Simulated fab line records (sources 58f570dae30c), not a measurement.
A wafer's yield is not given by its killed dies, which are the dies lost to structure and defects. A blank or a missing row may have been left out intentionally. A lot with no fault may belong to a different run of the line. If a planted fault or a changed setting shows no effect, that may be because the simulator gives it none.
The tool behind it: which one? || flow berkeley_cmos170 || 13 lots with 39 wafers sampled at 5 steps, on a route of 331 steps

## WHAT EACH GAUGE READ, for each wafer
UCB170_PWELL_THK_MEAS_06.
{"lot": "L171", "measured": "day 2 22:33", "on": "film_metro-03", "PWELL_NITRIDE_THK (nm)": "221.0 217.9 219.4"}
{"lot": "L172", "measured": "day 2 22:34", "on": "film_metro-01", "PWELL_NITRIDE_THK (nm)": "218.0 220.1 219.4"}
{"lot": "L173", "measured": "day 3 06:30", "on": "film_metro-03", "PWELL_NITRIDE_THK (nm)": "221.0 221.8 220.7"}
{"lot": "L176", "measured": "day 3 19:00", "on": "film_metro-03", "PWELL_NITRIDE_THK (nm)": "220.0 218.6 220.1"}
{"lot": "L175", "measured": "day 3 19:01", "on": "film_metro-01", "PWELL_NITRIDE_THK (nm)": "221.2 221.8 222.5"}
{"lot": "L177", "measured": "day 4 05:40", "on": "film_metro-01", "PWELL_NITRIDE_THK (nm)": "221.0 218.8 219.0"}
{"lot": "L180", "measured": "day 4 13:19", "on": "film_metro-04", "PWELL_NITRIDE_THK (nm)": "219.1 219.1 219.4"}
{"lot": "L181", "measured": "day 4 19:57", "on": "film_metro-01", "PWELL_NITRIDE_THK (nm)": "217.1 217.8 217.6"}
{"lot": "L178", "measured": "day 4 19:58", "on": "film_metro-04", "PWELL_NITRIDE_THK (nm)": "217.6 217.7 217.0"}
{"lot": "L184", "measured": "day 5 17:20", "on": "film_metro-04", "PWELL_NITRIDE_THK (nm)": "221.9 221.4 221.3"}
{"lot": "L185", "measured": "day 5 17:20", "on": "film_metro-03", "PWELL_NITRIDE_THK (nm)": "221.2 221.4 220.9"}
{"lot": "L189", "measured": "day 6 19:09", "on": "film_metro-01", "PWELL_NITRIDE_THK (nm)": "218.1 218.6 218.3"}
{"lot": "L194", "measured": "day 7 10:06", "on": "film_metro-04", "PWELL_NITRIDE_THK (nm)": "216.8 216.1 215.6"}

UCB170_ACTIVE_THK_MEAS_06.
{"lot": "L171", "measured": "day 3 22:13", "on": "film_metro-02", "ACTIVE_NITRIDE_THK (nm)": "221.4 221.1 222.0"}
{"lot": "L172", "measured": "day 3 22:14", "on": "film_metro-03", "ACTIVE_NITRIDE_THK (nm)": "221.6 221.2 219.5"}
{"lot": "L173", "measured": "day 4 04:59", "on": "film_metro-04", "ACTIVE_NITRIDE_THK (nm)": "217.4 217.7 217.1"}
{"lot": "L176", "measured": "day 4 19:24", "on": "film_metro-04", "ACTIVE_NITRIDE_THK (nm)": "218.5 219.2 221.0"}
{"lot": "L175", "measured": "day 4 19:22", "on": "film_metro-04", "ACTIVE_NITRIDE_THK (nm)": "219.6 221.1 220.1"}
{"lot": "L177", "measured": "day 5 04:47", "on": "film_metro-03", "ACTIVE_NITRIDE_THK (nm)": "222.7 221.2 223.0"}
{"lot": "L180", "measured": "day 5 10:43", "on": "film_metro-02", "ACTIVE_NITRIDE_THK (nm)": "219.1 218.6 219.3"}
{"lot": "L181", "measured": "day 6 03:35", "on": "film_metro-02", "ACTIVE_NITRIDE_THK (nm)": "222.8 221.8 224.7"}
{"lot": "L178", "measured": "day 6 03:36", "on": "film_metro-03", "ACTIVE_NITRIDE_THK (nm)": "220.3 221.0 220.1"}
{"lot": "L184", "measured": "day 6 17:31", "on": "film_metro-04", "ACTIVE_NITRIDE_THK (nm)": "218.4 219.8 219.9"}
{"lot": "L185", "measured": "day 6 17:31", "on": "film_metro-02", "ACTIVE_NITRIDE_THK (nm)": "220.0 219.8 219.3"}
{"lot": "L189", "measured": "day 7 19:29", "on": "film_metro-04", "ACTIVE_NITRIDE_THK (nm)": "220.8 221.8 220.9"}
{"lot": "L194", "measured": "day 8 12:17", "on": "film_metro-02", "ACTIVE_NITRIDE_THK (nm)": "218.8 218.4 217.9"}

UCB170_GATE_CD_MEAS_12 targets a cd of 350 nm.
{"lot": "L171", "measured": "day 5 13:17", "on": "cd_sem-01", "cd_nm (nm)": "348.6 350.0 349.3"}
{"lot": "L172", "measured": "day 5 12:55", "on": "cd_sem-01", "cd_nm (nm)": "350.0 350.1 350.2"}
{"lot": "L173", "measured": "day 6 02:43", "on": "cd_sem-01", "cd_nm (nm)": "349.1 349.4 349.7"}
{"lot": "L176", "measured": "day 6 19:47", "on": "cd_sem-01", "cd_nm (nm)": "349.5 347.0 346.8"}
{"lot": "L175", "measured": "day 6 20:52", "on": "cd_sem-01", "cd_nm (nm)": "348.6 350.0 349.7"}
{"lot": "L177", "measured": "day 7 05:54", "on": "cd_sem-01", "cd_nm (nm)": "349.8 349.7 351.3"}
{"lot": "L180", "measured": "day 7 05:06", "on": "cd_sem-01", "cd_nm (nm)": "352.4 352.7 350.8"}
{"lot": "L181", "measured": "day 7 13:34", "on": "cd_sem-01", "cd_nm (nm)": "350.9 350.4 350.1"}
{"lot": "L178", "measured": "day 7 14:19", "on": "cd_sem-01", "cd_nm (nm)": "349.5 349.1 348.8"}
{"lot": "L184", "measured": "day 8 11:53", "on": "cd_sem-01", "cd_nm (nm)": "349.4 348.2 349.3"}
{"lot": "L185", "measured": "day 8 11:52", "on": "cd_sem-02", "cd_nm (nm)": "349.9 349.1 349.5"}
{"lot": "L189", "measured": "day 9 19:39", "on": "cd_sem-02", "cd_nm (nm)": "325.9 317.4 333.9"}
{"lot": "L194", "measured": "day 10 16:24", "on": "cd_sem-02", "cd_nm (nm)": "347.9 348.6 349.2"}

UCB170_PLDD_TW_MEAS_11.
{"lot": "L171", "measured": "day 5 17:06", "on": "film_metro-02", "PLDD_TW": "1017 1013 1020"}
{"lot": "L172", "measured": "day 5 16:49", "on": "film_metro-02", "PLDD_TW": "1018 1013 1017"}
{"lot": "L173", "measured": "day 6 05:05", "on": "film_metro-02", "PLDD_TW": "1023 1018 1012"}
{"lot": "L176", "measured": "day 6 22:16", "on": "film_metro-02", "PLDD_TW": "1018 1022 1017"}
{"lot": "L175", "measured": "day 6 23:14", "on": "film_metro-02", "PLDD_TW": "1019 1021 1018"}
{"lot": "L177", "measured": "day 7 09:05", "on": "film_metro-02", "PLDD_TW": "1012 1015 1013"}
{"lot": "L180", "measured": "day 7 08:15", "on": "film_metro-03", "PLDD_TW": "1008 1012 1004"}
{"lot": "L181", "measured": "day 7 16:03", "on": "film_metro-04", "PLDD_TW": "1004 1008 1010"}
{"lot": "L178", "measured": "day 7 16:47", "on": "film_metro-04", "PLDD_TW": "1007 1005 1005"}
{"lot": "L184", "measured": "day 8 14:29", "on": "film_metro-02", "PLDD_TW": "1014 1013 1016"}
{"lot": "L185", "measured": "day 8 14:13", "on": "film_metro-03", "PLDD_TW": "1019 1010 1018"}
{"lot": "L189", "measured": "day 10 00:10", "on": "film_metro-03", "PLDD_TW": "1018 1012 1011"}
{"lot": "L194", "measured": "day 10 19:46", "on": "film_metro-03", "PLDD_TW": "1016 1020 1019"}

## TOOL THAT RAN EACH LOT (tool first, then ch and the chambers of the sampled wafers, then the start)
{"lot": "L171", "UCB170_GATE_EXPOSE_09": "krf_scanner-01 ch 0, day 5 12:37"}
{"lot": "L172", "UCB170_GATE_EXPOSE_09": "krf_scanner-02 ch 0, day 5 12:17"}
{"lot": "L173", "UCB170_GATE_EXPOSE_09": "krf_scanner-01 ch 0, day 6 02:20"}
{"lot": "L176", "UCB170_GATE_EXPOSE_09": "krf_scanner-01 ch 0, day 6 18:49"}
{"lot": "L175", "UCB170_GATE_EXPOSE_09": "krf_scanner-02 ch 0, day 6 20:12"}
{"lot": "L177", "UCB170_GATE_EXPOSE_09": "krf_scanner-02 ch 0, day 7 05:11"}
{"lot": "L180", "UCB170_GATE_EXPOSE_09": "krf_scanner-02 ch 0, day 7 04:43"}
{"lot": "L181", "UCB170_GATE_EXPOSE_09": "krf_scanner-02 ch 0, day 7 13:11"}
{"lot": "L178", "UCB170_GATE_EXPOSE_09": "krf_scanner-01 ch 0, day 7 13:28"}
{"lot": "L184", "UCB170_GATE_EXPOSE_09": "krf_scanner-02 ch 0, day 8 11:20"}
{"lot": "L185", "UCB170_GATE_EXPOSE_09": "krf_scanner-02 ch 0, day 8 11:09"}
{"lot": "L189", "UCB170_GATE_EXPOSE_09": "krf_scanner-02 ch 0, day 9 19:15"}
{"lot": "L194", "UCB170_GATE_EXPOSE_09": "krf_scanner-01 ch 0, day 10 15:28"}
- UCB170_GATE_EXPOSE_09: exposes mask POLY, target cd 350 nm.

## WHAT THE TOOLS THEMSELVES READ (means of the sampled wafers that have a number; where no wafer has one, the mark that the record gives instead)
UCB170_GATE_EXPOSE_09.
{"lot": "L171", "tool": "krf_scanner-01", "exposure_dose_mJ_cm2": 20.960}
{"lot": "L172", "tool": "krf_scanner-02", "exposure_dose_mJ_cm2": 20.980}
{"lot": "L173", "tool": "krf_scanner-01", "exposure_dose_mJ_cm2": 20.953}
{"lot": "L176", "tool": "krf_scanner-01", "exposure_dose_mJ_cm2": 20.989}
{"lot": "L175", "tool": "krf_scanner-02", "exposure_dose_mJ_cm2": 20.944}
{"lot": "L177", "tool": "krf_scanner-02", "exposure_dose_mJ_cm2": 20.996}
{"lot": "L180", "tool": "krf_scanner-02", "exposure_dose_mJ_cm2": 20.918}
{"lot": "L181", "tool": "krf_scanner-02", "exposure_dose_mJ_cm2": 20.968}
{"lot": "L178", "tool": "krf_scanner-01", "exposure_dose_mJ_cm2": 20.952}
{"lot": "L184", "tool": "krf_scanner-02", "exposure_dose_mJ_cm2": 20.994}
{"lot": "L185", "tool": "krf_scanner-02", "exposure_dose_mJ_cm2": 20.968}
{"lot": "L189", "tool": "krf_scanner-02", "exposure_dose_mJ_cm2": 20.197}
{"lot": "L194", "tool": "krf_scanner-01", "exposure_dose_mJ_cm2": 20.958}

## THE ANSWER, worked out from the rows above alone
Rule: usual is defined by the lots themselves. Put in order of their means at a reading, lots are off if they are a third of the lots or fewer, leave a main group of 4 or more, and stand apart from it by a gap of 3 or more times the standard deviation of the main group's means; of several such gaps the widest counts. Not used: any main group whose means are identical at the precision the tables above print for the reading. Also off: a lot with no number at a reading for which 4 or more lots have one. Where the step has rows for the other lots, those lots are counted as sound. After the gauges, taken in route order, come the tools' own readings; for these a lot's mean is taken, as printed above. The first step at which some lot is off is used, and at that step the reading that is off furthest; a lot without a number counts as furthest.
Off at UCB170_GATE_CD_MEAS_12 (cd_nm): L189. The main group has a mean of 349.6 nm with a standard deviation of 1.
A tool fits if, at a process step before that reading, it ran every lot that is off, and no sound lot after the first of them. Not tried: the gauges at UCB170_GATE_CD_MEAS_12; whatever is off there is also off at UCB170_GATE_EXPOSE_09, on other tools, and gauge error can't account for it. One fits: krf_scanner-02 at UCB170_GATE_EXPOSE_09. A fault onset in the window from L184 (day 8 11:20, its last sound lot) to L189 (day 9 19:15, its first lot off) fits.
The tool's own readings at UCB170_GATE_EXPOSE_09 bear it out: on the lots that are off they differ by more than 5 times the standard deviation of the sound lots' means. exposure_dose_mJ_cm2 reads 20.197 there against 20.965 on the sound lots.

## WHAT THE SIMULATOR HAD INSERTED
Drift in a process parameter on krf_scanner-02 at UCB170_GATE_EXPOSE_09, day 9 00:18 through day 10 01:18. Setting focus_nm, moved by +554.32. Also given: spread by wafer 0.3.
Shown lots that were struck: L189. The rule above reached the same finding.
